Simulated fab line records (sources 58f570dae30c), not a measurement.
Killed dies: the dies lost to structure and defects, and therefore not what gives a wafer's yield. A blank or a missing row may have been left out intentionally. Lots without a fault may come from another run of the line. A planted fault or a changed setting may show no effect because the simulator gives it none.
fab line records	flow berkeley_cmos170
record lots=7	wafers=21	last_day=12
route steps=331 shown PVT@118 GATE@125 FIELD@126 PLDD@145 NLDD@158 SILICIDE@210
lots that met no fault: taken from a fault-free run of the same line
start_h: hours from the record's first day to the start of the lot's first wafer shown	wait_h: how many hours have passed since the lot's step before this one	" the same as in the row above	L1.1+2: a row that stands for several wafers	- no value, or no start given	* or withheld: withheld	< > ~ a bound
route shown NAME@n: a module of which the file shows steps, and the number in the route of the first	usual: the fault-free wafers' mean and standard deviation	same: alike in all rows	chamber/n: place in a boat	sites: per-site readings	_std_site: their standard deviation	_edge_site: inner sites' mean taken away from outer sites' mean	radius_mm: how far each site lies from the wafer's centre	mask NAME#n: copy n	behind: tool/chamber where the wafer was last shaped	hold: the reason the lot was held/the length of the hold in hours/how it ended	device: the transistor (n, p or np) that didn't switch	end of line: the same wafers' tests at the end of the route	step lacking rows: just its recipe	killed: dies that structure and defects cost at the first sort, which is not the same as the wafer's yield	map: dies across one wafer; x = killed, . = not, _ = none there
set.NAME: the run value of the setting; set.NAME@STEP: its run value at that earlier step	model.NAME: the simulator's own value behind a step, which no gauge read
lots at some steps of the route; a table a step, a row a wafer
services: the hour from which a tool's chamber was out of use, counted from the record's first day as start_h (under 0 if before that day), plus the number of hours and why
## steps
# step UCB170_PVT_EXPOSE_03
# recipe mask_id=NWELL	target_cd_nm=3000	na=0.5	sigma_outer=0.6	source_shape=conventional	dose_mj=30
# step UCB170_PVT_PEB_04
# recipe peb_temp_c=130	peb_time_s=withheld	resist=KrF
# step UCB170_PVT_DEVELOP_05
# recipe developer=TMAH	develop_time_s=45	resist=KrF	dev_temp_c=21
# step UCB170_PVT_OVL_MEAS_06
# usual PVT_OVL=-3/5.1
lot.wafer	tool	chamber	start_h	wait_h	PVT_OVL[nm]
L860.2	overlay-01	-	133.38	-	-10
L860.4	"	-	"	"	-12
L860.5	"	-	"	"	-10
L862.2	overlay-02	-	140.66	-	-3
L862.3	"	-	"	"	-6
L862.5	"	-	"	"	-8
L878.1	overlay-02	-	225.64	-	-10
L878.2	"	-	"	"	-10
L878.6	"	-	"	"	-12
L877.1	overlay-02	-	225.99	-	-4
L877.2	"	-	"	"	0
L877.5	"	-	"	"	-4
L879.3	overlay-01	-	226.28	-	-9
L879.5	"	-	"	"	-12
L879.6	"	-	"	"	-6
L882.2	overlay-01	-	236.72	-	-8
L882.3	"	-	"	"	-1
L882.6	"	-	"	"	-7
L883.1	overlay-02	-	236.92	-	-2
L883.3	"	-	"	"	0
L883.4	"	-	"	"	3
# step UCB170_PVT_IMPLANT_07
# recipe species=P	dose_cm2=2e+12	energy_kev=30	tilt_deg=7
# step UCB170_PVT_STRIP_08
# recipe chemistry=O2	power_w=400	pressure_mtorr=3500	platen_temp_c=withheld	o2_flow_sccm=400	overash_fraction=0.5
# usual drypump_motor_current_A=6.0/0.38	oes_product_au=0.734/0.0049	strip_time_to_endpoint_s=21.62/0.072
lot.wafer	tool	chamber	start_h	wait_h	drypump_motor_current_A	oes_product_au	rf_hours_counter_h	strip_time_to_endpoint_s
L860.2	plasma_asher-03	0	133.56	0.1	5.9	0.731	32	21.65
L860.4	"	1	"	"	6.7	0.730	-	21.69
L860.5	"	1	"	"	6.8	0.732	-	21.69
L862.2	plasma_asher-04	0	140.84	0.1	5.8	0.735	45	21.71
L862.3	"	1	"	"	5.7	0.733	-	21.67
L862.5	"	1	"	"	5.7	0.736	-	21.69
L878.1	plasma_asher-04	1	225.82	0.1	5.7	0.744	55	21.58
L878.2	"	0	"	"	5.8	0.738	55	21.67
L878.6	"	0	"	"	5.8	0.732	-	21.60
L877.1	plasma_asher-03	1	226.18	0.1	6.7	0.737	42	21.73
L877.2	"	0	"	"	5.9	0.733	42	21.68
L877.5	"	1	"	"	6.7	0.732	-	21.74
L879.3	plasma_asher-01	1	226.49	0.1	5.6	0.737	-	21.69
L879.5	"	0	"	"	6.2	0.726	-	21.65
L879.6	"	1	"	"	5.7	0.738	-	21.63
L882.2	plasma_asher-01	0	236.90	0.1	6.2	0.734	13	21.67
L882.3	"	0	"	"	6.3	0.738	-	21.63
L882.6	"	1	"	"	5.7	0.732	-	21.68
L883.1	plasma_asher-04	0	237.11	0.1	5.8	0.740	56	21.57
L883.3	"	1	"	"	5.7	0.736	-	21.58
L883.4	"	0	"	"	5.8	0.730	-	21.63
# step UCB170_PVT_TW_MEAS_09
# usual PVT_TW=504/3.9
lot.wafer	tool	chamber	start_h	wait_h	PVT_TW
L860.2	film_metro-04	-	133.67	0.1	499
L860.4	"	-	"	"	503
L860.5	"	-	"	"	501
L862.2	film_metro-01	-	140.95	0.1	497
L862.3	"	-	"	"	496
L862.5	"	-	"	"	498
L878.1	film_metro-04	-	225.92	0.1	503
L878.2	"	-	"	"	505
L878.6	"	-	"	"	506
L877.1	film_metro-04	-	226.28	0.1	505
L877.2	"	-	"	"	507
L877.5	"	-	"	"	506
L879.3	film_metro-01	-	226.57	0.1	499
L879.5	"	-	"	"	500
L879.6	"	-	"	"	497
L882.2	film_metro-03	-	237.01	0.1	507
L882.3	"	-	"	"	506
L882.6	"	-	"	"	506
L883.1	film_metro-03	-	237.21	0.1	507
L883.3	"	-	"	"	505
L883.4	"	-	"	"	508
# step UCB170_GATE_WET_ETCH_00
# recipe chemistry=dHF	dilution=25:1	target=SiO2	temp_c=25	time_s=200
# step UCB170_FIELD_THK_MEAS_91
# recipe reads=SiO2_of_FIELD_OXIDATION_01
# usual FIELD_OXIDE_LEFT_2_THK=354/9.4
lot.wafer	tool	chamber	start_h	wait_h	FIELD_OXIDE_LEFT_2_THK[nm]
L860.2	film_metro-01	-	133.86	0.0	359
L860.4	"	-	"	"	355
L860.5	"	-	"	"	357
L862.2	film_metro-03	-	141.08	0.0	345
L862.3	"	-	"	"	354
L862.5	"	-	"	"	357
L878.1	film_metro-01	-	226.05	0.0	362
L878.2	"	-	"	"	358
L878.6	"	-	"	"	363
L877.1	film_metro-03	-	226.42	0.0	348
L877.2	"	-	"	"	351
L877.5	"	-	"	"	350
L879.3	film_metro-04	-	226.70	0.0	365
L879.5	"	-	"	"	373
L879.6	"	-	"	"	367
L882.2	film_metro-01	-	237.13	0.0	331
L882.3	"	-	"	"	336
L882.6	"	-	"	"	333
L883.1	film_metro-04	-	237.33	0.0	357
L883.3	"	-	"	"	356
L883.4	"	-	"	"	362
# step UCB170_GATE_OXIDATION_01
# recipe temp_c=850	ambient=O2	target_thk_a=66	ox_time_s=1800
# step UCB170_GATE_THK_MEAS_02
# recipe reads=SiO2_of_GATE_OXIDATION_01
# usual GATE_OXIDE_THK=6.64/0.13
lot.wafer	tool	chamber	start_h	wait_h	GATE_OXIDE_THK[nm]
L860.2	film_metro-04	-	137.98	0.1	6.57
L860.4	"	-	"	"	6.51
L860.5	"	-	"	"	6.74
L862.2	film_metro-04	-	147.63	0.0	6.30
L862.3	"	-	"	"	6.45
L862.5	"	-	"	"	6.48
L877.1	film_metro-03	-	230.98	0.0	6.83
L877.2	"	-	"	"	6.73
L877.5	"	-	"	"	6.57
L878.1	film_metro-04	-	230.98	0.0	6.74
L878.2	"	-	"	"	6.71
L878.6	"	-	"	"	6.66
L879.3	film_metro-02	-	231.06	0.1	6.72
L879.5	"	-	"	"	6.76
L879.6	"	-	"	"	6.73
L883.1	film_metro-02	-	246.05	0.0	6.47
L883.3	"	-	"	"	6.49
L883.4	"	-	"	"	6.53
L882.2	film_metro-03	-	246.06	0.0	6.71
L882.3	"	-	"	"	6.71
L882.6	"	-	"	"	6.69
# step UCB170_GATE_ANNEAL_03
# recipe temp_c=900	time_s=1800	ambient=N2
# step UCB170_GATE_CVD_04
# recipe material=poly-Si	temp_c=610	precursor=SiH4	time_s=1440	pressure_mtorr=375	target_thk_nm=214	sih4_flow_sccm=120
# usual spike_tc_centre_C=613.1/1.1	spike_tc_load_C=632.0/1.3	spike_tc_source_C=629.0/1.1	susceptor_temp_C=610.03/0.27	zone_power_centre_pct=27.1/1.6
lot.wafer	tool	chamber	start_h	wait_h	spike_tc_centre_C	spike_tc_load_C	spike_tc_source_C	susceptor_temp_C	zone_power_centre_pct	model.poly-Si_of_GATE_CVD_04.thk_nm
L860.2	lpcvd-01	0	144.48	1.2	612.3	632.5	629.1	610.17	28.7	214
L860.4	"	0	"	"	612.6	632.7	629.6	609.70	28.7	214.8
L860.5	"	0	"	"	612.4	634.0	627.7	610.39	29.1	213
L862.2	lpcvd-02	0	153.95	0.0	615.3	631.6	631.3	609.62	25.9	213.9
L862.3	"	0	"	"	612.2	630.6	629.0	609.54	26.0	214.2
L862.5	"	0	"	"	612.8	630.9	629.2	609.76	25.4	214.1
L877.1	lpcvd-02	1	237.94	0.0	602.6	622.1	617.8	597.62	25.5	159.4
L877.2	"	1	"	"	600.8	621.4	616.0	597.75	24.9	162.3
L877.5	"	1	"	"	600.0	622.0	619.3	597.95	25.2	158
L878.1	lpcvd-02	1	237.94	0.0	600.4	619.1	618.0	598.22	25.2	162.6
L878.2	"	1	"	"	601.3	622.3	617.2	597.88	25.3	163.1
L878.6	"	1	"	"	602.4	620.0	614.7	598.15	25.5	163.4
L879.3	lpcvd-02	1	237.94	0.0	601.7	620.4	617.0	598.10	25.4	160.1
L879.5	"	1	"	"	601.6	621.9	617.2	598.17	25.4	160.1
L879.6	"	1	"	"	601.1	619.6	615.8	598.51	25.5	159.8
L882.2	lpcvd-01	0	253.28	0.0	613.2	632.2	626.8	610.31	27.9	214
L882.3	"	0	"	"	615.9	631.3	628.3	610.58	29.0	211.8
L882.6	"	0	"	"	613.6	632.3	629.3	610.32	28.8	213
L883.1	lpcvd-01	0	253.28	0.0	613.0	630.9	629.3	610.24	28.4	211.6
L883.3	"	0	"	"	613.3	631.0	627.0	610.08	28.3	212.8
L883.4	"	0	"	"	612.5	631.3	627.7	610.17	28.5	214.1
# step UCB170_GATE_THK_MEAS_05
# recipe reads=poly-Si_of_GATE_CVD_04
# usual GATE_POLY_THK=213.4/2.2
lot.wafer	tool	chamber	start_h	wait_h	GATE_POLY_THK[nm]
L860.2	film_metro-03	-	145.95	0.1	214.0
L860.4	"	-	"	"	215.0
L860.5	"	-	"	"	212.9
L862.2	film_metro-02	-	155.36	0.0	213.9
L862.3	"	-	"	"	214.2
L862.5	"	-	"	"	214.3
L878.1	film_metro-03	-	239.34	0.0	162.6
L878.2	"	-	"	"	163.1
L878.6	"	-	"	"	163.5
L877.1	film_metro-02	-	239.36	0.0	159.5
L877.2	"	-	"	"	162.3
L877.5	"	-	"	"	158.1
L879.3	film_metro-02	-	239.44	0.1	160.1
L879.5	"	-	"	"	159.9
L879.6	"	-	"	"	159.8
L882.2	film_metro-04	-	254.69	0.0	214.0
L882.3	"	-	"	"	211.9
L882.6	"	-	"	"	213.1
L883.1	film_metro-02	-	254.74	0.1	211.6
L883.3	"	-	"	"	212.7
L883.4	"	-	"	"	214.1
# step UCB170_GATE_COAT_06
# recipe resist=BARC	temp_c=withheld	time_s=withheld	spin_rpm=3000	resist_thk_nm=withheld
# step UCB170_GATE_COAT_07
# recipe resist=KrF	spin_rpm=1500	resist_thk_nm=900
# step UCB170_GATE_SOFTBAKE_08
# recipe resist=KrF	temp_c=130	time_s=60
# step UCB170_GATE_EXPOSE_09
# recipe mask_id=POLY	target_cd_nm=350	na=0.5	sigma_outer=0.6	source_shape=conventional	dose_mj=21
# step UCB170_GATE_PEB_10
# recipe peb_temp_c=130	peb_time_s=withheld	resist=KrF
# step UCB170_GATE_DEVELOP_11
# recipe developer=TMAH	develop_time_s=45	resist=KrF	dev_temp_c=21
# step UCB170_GATE_CD_MEAS_12
# recipe target_cd_nm=350
# usual cd_nm=349.7/1.4
lot.wafer	tool	chamber	start_h	wait_h	cd_nm
L860.2	cd_sem-01	-	147.87	-	351.1
L860.4	"	-	"	"	350.9
L860.5	"	-	"	"	352.6
L862.2	cd_sem-01	-	156.39	-	347.9
L862.3	"	-	"	"	348.6
L862.5	"	-	"	"	347.8
L878.1	cd_sem-02	-	240.41	-	349.2
L878.2	"	-	"	"	348.3
L878.6	"	-	"	"	349.0
L877.1	cd_sem-01	-	240.57	-	348.7
L877.2	"	-	"	"	349.5
L877.5	"	-	"	"	348.7
L879.3	cd_sem-01	-	241.30	-	349.6
L879.5	"	-	"	"	349.1
L879.6	"	-	"	"	349.1
L882.2	cd_sem-02	-	255.88	-	349.5
L882.3	"	-	"	"	347.4
L882.6	"	-	"	"	348.9
L883.1	cd_sem-01	-	256.37	-	350.4
L883.3	"	-	"	"	350.5
L883.4	"	-	"	"	349.8
# step UCB170_GATE_OVL_MEAS_13
# usual GATE_OVL=0/4.6
lot.wafer	tool	chamber	start_h	wait_h	GATE_OVL[nm]
L860.2	overlay-02	-	147.98	0.1	0
L860.4	"	-	"	"	1
L860.5	"	-	"	"	-4
L862.2	overlay-02	-	156.50	0.1	-3
L862.3	"	-	"	"	-2
L862.5	"	-	"	"	-1
L878.1	overlay-02	-	240.53	0.1	3
L878.2	"	-	"	"	-1
L878.6	"	-	"	"	-3
L877.1	overlay-01	-	240.69	0.1	6
L877.2	"	-	"	"	4
L877.5	"	-	"	"	8
L879.3	overlay-02	-	241.39	0.1	0
L879.5	"	-	"	"	-5
L879.6	"	-	"	"	-4
L882.2	overlay-01	-	255.99	0.1	8
L882.3	"	-	"	"	3
L882.6	"	-	"	"	8
L883.1	overlay-02	-	256.49	0.1	6
L883.3	"	-	"	"	8
L883.4	"	-	"	"	3
# step UCB170_GATE_ETCH_14
# recipe chemistry=N2/H2	target_depth_a=withheld	overetch_a=withheld	target=BARC	time_s=withheld	source_w=500	bias_w=100	pressure_mtorr=30	n2_flow_sccm=100	h2_flow_sccm=200
# usual drypump_motor_current_A=5.7/0.44	oes_product_au=1.00/0.032	rf_fwd_power_W=495.3/1.7	throttle_valve_pct=13.23/0.22
lot.wafer	tool	chamber	start_h	wait_h	drypump_motor_current_A	oes_product_au	rf_fwd_power_W	throttle_valve_pct
L860.2	rie_diel-03	3	148.01	0.0	5.3	1.02	496.1	13.31
L860.4	"	2	"	"	5.2	1.02	498.0	13.30
L860.5	"	0	"	"	5.5	1.01	494.4	13.11
L862.2	rie_diel-02	0	156.53	0.0	5.7	0.96	493.9	13.16
L862.3	"	3	"	"	5.3	1.02	495.7	13.19
L862.5	"	1	"	"	6.5	0.96	495.2	12.97
L878.1	rie_diel-01	1	240.56	0.0	6.0	1.04	494.2	13.77
L878.2	"	0	"	"	6.7	0.96	489.6	13.40
L878.6	"	0	"	"	6.7	0.97	491.7	13.39
L877.1	rie_diel-03	1	240.73	0.0	5.7	0.99	495.5	12.84
L877.2	"	2	"	"	5.2	1.00	498.3	13.40
L877.5	"	1	"	"	5.8	0.99	493.7	12.83
L879.3	rie_diel-03	3	241.42	0.0	5.3	1.05	495.0	13.32
L879.5	"	1	"	"	5.7	0.99	498.3	12.85
L879.6	"	2	"	"	5.2	1.02	494.5	13.40
L882.2	rie_diel-02	1	256.02	0.0	6.5	0.97	496.8	12.98
L882.3	"	0	"	"	5.7	0.96	494.7	13.17
L882.6	"	1	"	"	6.5	0.96	496.5	12.99
L883.1	rie_diel-03	0	256.52	0.0	5.5	1.00	493.4	13.09
L883.3	"	1	"	"	5.8	1.01	493.9	12.85
L883.4	"	2	"	"	5.2	1.02	498.0	13.41
# step UCB170_GATE_ETCH_15
# recipe chemistry=HBr/Cl2	target=poly-Si	stop_on=SiO2	over_etch_frac=0.3	icp_w=300	bias_w=150	time_s=56.3	pressure_mtorr=15	HBr_flow_sccm=150	Cl2_flow_sccm=50	target_depth_a=2782
# usual drypump_motor_current_A=5.5/0.53	oes_product_au=0.827/0.017	rf_fwd_power_W=297.4/1.3	throttle_valve_pct=26.4/0.42
lot.wafer	tool	chamber	start_h	wait_h	drypump_motor_current_A	oes_product_au	rf_fwd_power_W	rf_hours_counter_h	throttle_valve_pct	model.GATE.feature_depth_nm	model.etch.depth_nm
L860.2	rie_si-01	2	148.05	-	5.6	0.818	297.4	102	26.4	214	214
L860.4	"	0	"	"	5.3	0.825	298.5	0	27.2	214.9	214.8
L860.5	"	3	"	"	5.0	0.847	298.2	-	26.8	213.1	213
L862.2	rie_si-02	0	156.57	-	5.4	0.842	297.5	1	26.6	214	213.9
L862.3	"	1	"	"	6.4	0.812	296.7	68	26.0	214.2	214.2
L862.5	"	3	"	"	4.7	0.839	298.0	-	25.9	214.1	214.1
L878.1	rie_si-02	0	240.60	-	5.4	0.701	296.7	1	26.6	162.6	162.6
L878.2	"	2	"	"	6.3	0.678	297.5	2	25.9	163.1	163.1
L878.6	"	1	"	"	6.4	0.685	294.8	-	26.1	163.4	163.4
L877.1	rie_si-01	3	240.77	-	5.0	0.699	296.6	1	26.8	159.6	159.4
L877.2	"	1	"	"	5.3	0.702	298.7	0	26.2	162.4	162.3
L877.5	"	3	"	"	5.0	0.705	298.2	-	26.8	158.2	158
L879.3	rie_si-01	2	241.46	-	5.7	0.678	298.2	102	26.4	160.1	160.1
L879.5	"	3	"	"	5.0	0.713	296.2	-	26.8	160.2	160.1
L879.6	"	2	"	"	5.7	0.678	297.5	-	26.4	159.9	159.8
L882.2	rie_si-01	1	256.06	-	5.3	0.842	297.0	1	26.2	214.1	214
L882.3	"	3	"	"	5.0	0.846	296.4	1	26.8	211.9	211.8
L882.6	"	3	"	"	5.0	0.847	297.1	-	26.8	213.2	213
L883.1	rie_si-01	0	256.57	-	5.3	0.806	297.6	0	27.2	211.6	211.6
L883.3	"	1	"	"	5.3	0.828	296.1	1	26.2	212.9	212.8
L883.4	"	0	"	"	5.3	0.818	298.5	-	27.2	214.2	214.1
# step UCB170_GATE_STRIP_16
# recipe chemistry=O2	power_w=400	pressure_mtorr=3500	platen_temp_c=withheld	o2_flow_sccm=400	overash_fraction=0.5
# usual drypump_motor_current_A=6.1/0.34	oes_product_au=0.724/0.0049
lot.wafer	tool	chamber	start_h	wait_h	drypump_motor_current_A	oes_product_au	rf_hours_counter_h
L860.2	plasma_asher-03	0	148.10	0.0	5.9	0.734	34
L860.4	"	1	"	"	6.8	0.728	-
L860.5	"	0	"	"	5.9	0.728	-
L862.2	plasma_asher-03	0	156.62	0.0	5.9	0.722	35
L862.3	"	0	"	"	5.9	0.731	-
L862.5	"	0	"	"	5.9	0.727	-
L878.1	plasma_asher-02	0	240.65	0.0	6.1	0.714	50
L878.2	"	1	"	"	6.3	0.722	50
L878.6	"	0	"	"	6.1	0.728	-
L877.1	plasma_asher-01	1	240.82	0.0	5.7	0.721	13
L877.2	"	0	"	"	6.2	0.731	13
L877.5	"	1	"	"	5.7	0.727	-
L879.3	plasma_asher-01	1	241.54	0.1	5.7	0.721	-
L879.5	"	0	"	"	6.2	0.719	-
L879.6	"	1	"	"	5.7	0.721	-
L882.2	plasma_asher-02	1	256.11	0.0	6.3	0.729	52
L882.3	"	1	"	"	6.3	0.724	-
L882.6	"	1	"	"	6.3	0.729	-
L883.1	plasma_asher-03	1	256.61	0.0	6.7	0.728	45
L883.3	"	1	"	"	6.7	0.725	-
L883.4	"	0	"	"	5.9	0.730	-
# step UCB170_GATE_CD_MEAS_90
# recipe target_cd_nm=350
# usual cd_nm=349.5/1.7
lot.wafer	tool	chamber	start_h	wait_h	cd_nm
L860.2	cd_sem-01	-	148.23	0.1	350.6
L860.4	"	-	"	"	349.7
L860.5	"	-	"	"	352.2
L862.2	cd_sem-01	-	156.74	0.1	346.7
L862.3	"	-	"	"	349.9
L862.5	"	-	"	"	347.2
L878.1	cd_sem-01	-	240.75	0.1	349.2
L878.2	"	-	"	"	347.3
L878.6	"	-	"	"	348.2
L877.1	cd_sem-02	-	240.92	0.1	348.8
L877.2	"	-	"	"	349.3
L877.5	"	-	"	"	348.8
L879.3	cd_sem-02	-	241.65	0.1	347.5
L879.5	"	-	"	"	348.7
L879.6	"	-	"	"	347.7
L882.2	cd_sem-01	-	256.23	0.1	348.6
L882.3	"	-	"	"	347.0
L882.6	"	-	"	"	348.6
L883.1	cd_sem-01	-	256.71	0.1	350.4
L883.3	"	-	"	"	351.0
L883.4	"	-	"	"	349.3
# step UCB170_GATE_CLEAN_17
# recipe chemistry=SPM	temp_c=120	time_s=600
# step UCB170_PLDD_HMDS_00
# recipe prime_time_s=60	prime_temp_c=100
# step UCB170_PLDD_COAT_01
# recipe resist=KrF	spin_rpm=1500	resist_thk_nm=900
# step UCB170_PLDD_SOFTBAKE_02
# recipe resist=KrF	temp_c=130	time_s=60
# step UCB170_PLDD_EXPOSE_03
# recipe mask_id=PSELECT	na=0.5	sigma_outer=0.6	source_shape=conventional	target_cd_nm=1200	dose_mj=30
# step UCB170_PLDD_PEB_04
# recipe peb_temp_c=130	peb_time_s=withheld	resist=KrF
# step UCB170_PLDD_DEVELOP_05
# recipe developer=TMAH	develop_time_s=45	resist=KrF	dev_temp_c=21
# step UCB170_PLDD_CD_MEAS_06
# recipe target_cd_nm=1200
# usual cd_nm=1199.6/1.3
lot.wafer	tool	chamber	start_h	wait_h	cd_nm
L860.2	cd_sem-01	-	150.24	-	1200.2
L860.4	"	-	"	"	1200.3
L860.5	"	-	"	"	1200.7
L862.2	cd_sem-01	-	159.92	-	1199.7
L862.3	"	-	"	"	1199.2
L862.5	"	-	"	"	1200.3
L878.1	cd_sem-02	-	242.24	-	1201.3
L878.2	"	-	"	"	1200.9
L878.6	"	-	"	"	1200.8
L877.1	cd_sem-01	-	242.92	-	1197.6
L877.2	"	-	"	"	1198.6
L877.5	"	-	"	"	1199.3
L879.3	cd_sem-02	-	243.48	-	1198.7
L879.5	"	-	"	"	1200.1
L879.6	"	-	"	"	1199.6
L882.2	cd_sem-01	-	257.89	-	1198.3
L882.3	"	-	"	"	1198.7
L882.6	"	-	"	"	1198.3
L883.1	cd_sem-01	-	258.16	-	1197.5
L883.3	"	-	"	"	1197.9
L883.4	"	-	"	"	1199.2
# step UCB170_PLDD_OVL_MEAS_07
# usual PLDD_OVL=0/4.5
lot.wafer	tool	chamber	start_h	wait_h	PLDD_OVL[nm]
L860.2	overlay-01	-	150.35	0.1	4
L860.4	"	-	"	"	3
L860.5	"	-	"	"	-2
L862.2	overlay-02	-	160.02	0.1	5
L862.3	"	-	"	"	6
L862.5	"	-	"	"	1
L878.1	overlay-01	-	242.36	0.1	7
L878.2	"	-	"	"	6
L878.6	"	-	"	"	8
L877.1	overlay-02	-	243.04	0.1	4
L877.2	"	-	"	"	3
L877.5	"	-	"	"	0
L879.3	overlay-02	-	243.57	0.1	0
L879.5	"	-	"	"	1
L879.6	"	-	"	"	5
L882.2	overlay-01	-	258.00	0.1	4
L882.3	"	-	"	"	2
L882.6	"	-	"	"	-1
L883.1	overlay-01	-	258.28	0.1	6
L883.3	"	-	"	"	4
L883.4	"	-	"	"	4
# step UCB170_PLDD_IMPLANT_08
# recipe species=BF2	dose_cm2=5e+13	energy_kev=10	tilt_deg=7	rotation_deg=0
# step UCB170_PLDD_IMPLANT_09
# recipe species=BF2	dose_cm2=5e+13	energy_kev=10	tilt_deg=7	rotation_deg=180
# step UCB170_PLDD_STRIP_10
# recipe chemistry=O2	power_w=400	pressure_mtorr=3500	platen_temp_c=withheld	o2_flow_sccm=400	overash_fraction=0.5
# usual drypump_motor_current_A=6.1/0.33	oes_product_au=0.734/0.0039	strip_time_to_endpoint_s=21.64/0.059
lot.wafer	tool	chamber	start_h	wait_h	drypump_motor_current_A	oes_product_au	rf_hours_counter_h	strip_time_to_endpoint_s
L860.2	plasma_asher-03	1	150.68	0.1	6.8	0.737	34	21.69
L860.4	"	0	"	"	5.9	0.736	-	21.60
L860.5	"	1	"	"	6.8	0.738	-	21.68
L862.2	plasma_asher-02	1	160.36	0.1	6.3	0.737	41	21.78
L862.3	"	0	"	"	6.1	0.736	-	21.74
L862.5	"	1	"	"	6.3	0.736	-	21.74
L878.1	plasma_asher-02	0	242.69	0.1	6.1	0.730	50	21.59
L878.2	"	1	"	"	6.3	0.733	50	21.64
L878.6	"	1	"	"	6.3	0.738	-	21.71
L877.1	plasma_asher-03	0	243.38	0.1	5.9	0.737	44	21.64
L877.2	"	1	"	"	6.7	0.737	44	21.60
L877.5	"	0	"	"	5.9	0.732	-	21.60
L879.3	plasma_asher-03	1	243.93	0.1	6.7	0.733	-	21.64
L879.5	"	0	"	"	5.9	0.730	-	21.70
L879.6	"	1	"	"	6.7	0.736	-	21.66
L882.2	plasma_asher-03	1	258.33	0.1	6.7	0.734	45	21.58
L882.3	"	0	"	"	5.9	0.730	-	21.58
L882.6	"	1	"	"	6.7	0.735	-	21.58
L883.1	plasma_asher-02	1	258.63	0.1	6.3	0.741	52	21.65
L883.3	"	1	"	"	6.3	0.736	-	21.63
L883.4	"	0	"	"	6.1	0.729	-	21.68
# step UCB170_PLDD_TW_MEAS_11
# usual PLDD_TW=1005/8.7
lot.wafer	tool	chamber	start_h	wait_h	PLDD_TW
L860.2	film_metro-03	-	150.79	0.1	1003
L860.4	"	-	"	"	1010
L860.5	"	-	"	"	1008
L862.2	film_metro-01	-	160.47	0.1	987
L862.3	"	-	"	"	994
L862.5	"	-	"	"	995
L878.1	film_metro-03	-	242.79	0.1	1013
L878.2	"	-	"	"	1015
L878.6	"	-	"	"	1006
L877.1	film_metro-01	-	243.48	0.1	999
L877.2	"	-	"	"	1000
L877.5	"	-	"	"	999
L879.3	film_metro-03	-	244.05	0.1	1009
L879.5	"	-	"	"	1012
L879.6	"	-	"	"	1002
L882.2	film_metro-02	-	258.44	0.1	1016
L882.3	"	-	"	"	1017
L882.6	"	-	"	"	1012
L883.1	film_metro-03	-	258.73	0.1	1009
L883.3	"	-	"	"	1006
L883.4	"	-	"	"	1009
# step UCB170_PLDD_CLEAN_12
# recipe chemistry=SPM	temp_c=120	time_s=600
# step UCB170_NLDD_HMDS_00
# recipe prime_time_s=60	prime_temp_c=100
# step UCB170_NLDD_COAT_01
# recipe resist=KrF	spin_rpm=1500	resist_thk_nm=900
# step UCB170_SILICIDE_PRE_CLEAN_00
# recipe gas=Ar	preclean_etch_time_s=60
lot.wafer	tool	chamber	start_h	wait_h	model.poly-Si_of_GATE_CVD_04.thk_nm
L860.2	pvd_sputter-04	-	163.86	0.1	207.1
L860.4	"	-	"	"	207.9
L860.5	"	-	"	"	206
L862.2	pvd_sputter-01	-	175.15	0.1	207.1
L862.3	"	-	"	"	207.2
L862.5	"	-	"	"	207.3
L878.1	pvd_sputter-01	-	256.29	0.1	155.7
L878.2	"	-	"	"	156.1
L878.6	"	-	"	"	156.5
L877.1	pvd_sputter-04	-	256.66	0.1	152.5
L877.2	"	-	"	"	155.3
L877.5	"	-	"	"	151.1
L879.3	pvd_sputter-02	-	257.11	0.1	153.3
L879.5	"	-	"	"	153.2
L879.6	"	-	"	"	153.1
L882.2	pvd_sputter-02	-	273.14	0.1	207.1
L882.3	"	-	"	"	204.8
L882.6	"	-	"	"	206.1
L883.1	pvd_sputter-02	-	274.32	0.1	204.6
L883.3	"	-	"	"	205.8
L883.4	"	-	"	"	207.2
## services
tool	chamber	start_h	hours	kind
rie_diel-03	1	116.40	9.2	repair
rie_si-01	0	119.44	13.7	repair
lpcvd-01	-	120.73	2.8	pm
rie_diel-02	3	126.79	4.6	repair
lpcvd-02	-	129.03	0.5	repair
rie_diel-03	0	136.13	2.8	repair
plasma_asher-04	-	136.13	3.3	repair
rie_diel-02	-	136.51	15.6	pm
plasma_asher-01	-	137.47	6.2	repair
rie_si-01	-	141.89	0.2	repair
rie_diel-03	2	162.96	12.8	repair
rie_diel-03	0	174.71	10.0	repair
rie_si-01	0	195.84	11.4	repair
plasma_asher-03	-	200.49	3.8	repair
pvd_sputter-04	-	203.23	3.3	repair
plasma_asher-01	-	206.34	3.1	repair
rie_diel-03	1	206.91	1.3	repair
rie_si-01	2	210.35	4.8	repair
pvd_sputter-02	-	227.93	0.6	repair
rie_diel-03	3	245.90	2.9	repair
rie_diel-02	3	247.41	8.9	repair
rie_si-01	-	259.89	0.5	repair
lpcvd-02	-	261.22	6.1	pm
rie_si-01	0	273.29	5.9	repair
## key
first_sign step=UCB170_GATE_CVD_04	reading=susceptor_temp_C	direction=down	sigmas=45	usual=*	struck=*
effect step=UCB170_GATE_CVD_04	reading=spike_tc_source_C	direction=down	sigmas=11	usual=629.0	struck=617.0
effect step=UCB170_GATE_THK_MEAS_05	reading=GATE_POLY_THK	direction=down	sigmas=24	usual=213.4	struck=161.0
effect step=UCB170_GATE_ETCH_15	reading=oes_product_au	direction=down	sigmas=8	usual=0.827	struck=0.693
model_effect step=UCB170_GATE_CVD_04	value=poly-Si_of_GATE_CVD_04.thk_nm	without=214.8	struck=161
model_effect step=UCB170_GATE_ETCH_15	value=GATE.feature_depth_nm	without=214.9	struck=161
model_effect step=UCB170_SILICIDE_PRE_CLEAN_00	value=poly-Si_of_GATE_CVD_04.thk_nm	without=207.9	struck=154.1
met_at UCB170_GATE_CVD_04
struck_wafers L877.1,L877.2,L877.5,L878.1,L878.2,L878.6,L879.3,L879.5,L879.6
tester_left_out L877,L878,L879
onset_between 153.95 237.94
fault kind=process_parameter_drift	tool=lpcvd-02	chamber=-	onset_h=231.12	steps=UCB170_GATE_CVD_04	channel=temp_c	offset=*	shape=step	end_h=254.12	acts_in=*	stated=*
# tester_left_out: of these lots the tester's yield and bins aren't shown, on N5 and GAA mostly nor the transistor test; their killed dies are dies lost to structure and defects alone, not to doping, threshold or leakage, so they don't give the yield
